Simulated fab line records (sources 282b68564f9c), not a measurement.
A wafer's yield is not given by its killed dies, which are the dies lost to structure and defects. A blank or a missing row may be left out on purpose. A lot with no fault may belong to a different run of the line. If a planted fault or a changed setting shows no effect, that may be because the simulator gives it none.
Comparing a struck lot with a sound one | flow rit cmos | 21 steps out of a route of 202
Sound: wafers L232.2, L232.4, L232.5. Struck: wafers L222.1, L222.2, L222.6. At the end, the cause is stated.
Order at every step that has rows: each side's tool, ch and its chambers, its first start. Under that, the readings that differ: sound wafers | struck wafers | difference of the means | sigmas: that difference in standard deviations of wafers without a fault.
alike: words and numbers the same on both sides, and readings whose means are apart by under 2 such deviations; not compared: readings that were withheld, readings missing a value for some wafer, numbers with overlapping values and no deviation given by the record, and bounds like >300 which may hide the same value.
The two part at a step that has a row with sigmas, a row that says differs or no value, or rows on one side only. Numbers that don't overlap but have no deviation are shown without sigmas and don't part them. A reading missing from all wafers of one side parts the sides only when that side holds two or more wafers.

first, 3 steps without rows for these wafers: RIT_PWELL_EXPOSE_03 (exposes mask M3, target cd 43700 nm); RIT_PWELL_PEB_04; RIT_PWELL_DEVELOP_05 (develop time 68 s).
RIT_PWELL_OVL_MEAS_06:
  sound on overlay-02 at day 6 05:29; struck on overlay-01 at day 4 07:56
  alike: PWELL_OVL
then, 2 steps without rows for these wafers: RIT_PWELL_HARDBAKE_07 (time 120 s); RIT_PWELL_IMPLANT_08.
RIT_PWELL_STRIP_09: strips in O2, time 180 s.
  sound on plasma asher-02 ch 0,1, day 6 05:55; struck on plasma asher-04 ch 0,1, day 4 08:22
  alike: drypump motor current A
  not compared: rf hours counter h
RIT_PWELL_TW_MEAS_10:
  sound on film metro-03 at day 6 06:06; struck on film metro-03 at day 4 08:32
  alike: PWELL_TW
then, 1 step without rows for these wafers: RIT_WELLDRIVE_ANNEAL_00 (time 14700 s).
RIT_WELLDRIVE_RS_MEAS_01: the measuring method here is four-point-probe.
  sound on film metro-02 at day 6 11:25; struck on film metro-01 at day 4 14:10
  alike: NWELL_RS
RIT_WELLDRIVE_RS_MEAS_02: the measuring method here is four-point-probe.
  sound on film metro-02 at day 6 11:32; struck on film metro-01 at day 4 14:17
  alike: PWELL_RS
then, 1 step without rows for these wafers: RIT_NRETRO_HMDS_00 (prime time 60 s).
RIT_NRETRO_COAT_01: resist thk 1300 nm.
  sound on litho track-04 ch 0, day 6 11:49; struck on litho track-02 ch 0, day 4 14:33
  reading                                     | sound                | struck               | difference | sigmas
  spin speed rpm (rpm)                        | 1999.0 2003.2 1997.8 | 1848.1 1849.3 1849.6 | -151.0     | -89
  model.NOVOLAK_of_NRETRO_COAT_01.thk nm (nm) | 1301 1298 1299       | 1354 1355 1354       | +55        |
then, 4 steps without rows for these wafers: RIT_NRETRO_SOFTBAKE_02 (time 60 s); RIT_NRETRO_EXPOSE_03 (exposes mask M4, target cd 43900 nm); RIT_NRETRO_PEB_04; RIT_NRETRO_DEVELOP_05 (develop time 68.87 s).
RIT_NRETRO_OVL_MEAS_06:
  sound on overlay-02 at day 6 12:32; struck on overlay-02 at day 4 15:29
  alike: NRETRO_OVL
RIT_NRETRO_HARDBAKE_07: time 120 s.
  sound on litho track-04 ch 0, day 6 12:36; struck on litho track-02 ch 0, day 4 15:31
  reading                                     | sound          | struck         | difference | sigmas
  model.NOVOLAK_of_NRETRO_COAT_01.thk nm (nm) | 1138 1135 1136 | 1183 1184 1183 | +47        |
next, for these wafers, 1 step has no rows: RIT_NRETRO_IMPLANT_08.
RIT_M1_PROBE_99:
  sound on prober-02 at day 7 19:17; struck on prober-01 at day 5 23:17
  alike: killed at contacts, killed at front end, killed dies, killed open, killed short

WHERE THEY PART
Within this record, at RIT_NRETRO_COAT_01 only. Later steps at which nothing parts them and some readings are alike: RIT_NRETRO_OVL_MEAS_06, RIT_M1_PROBE_99.

WHY: what had been put in by the simulator
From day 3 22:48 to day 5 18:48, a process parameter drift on litho track-02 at RIT_NRETRO_COAT_01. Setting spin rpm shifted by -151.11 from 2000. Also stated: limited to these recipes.
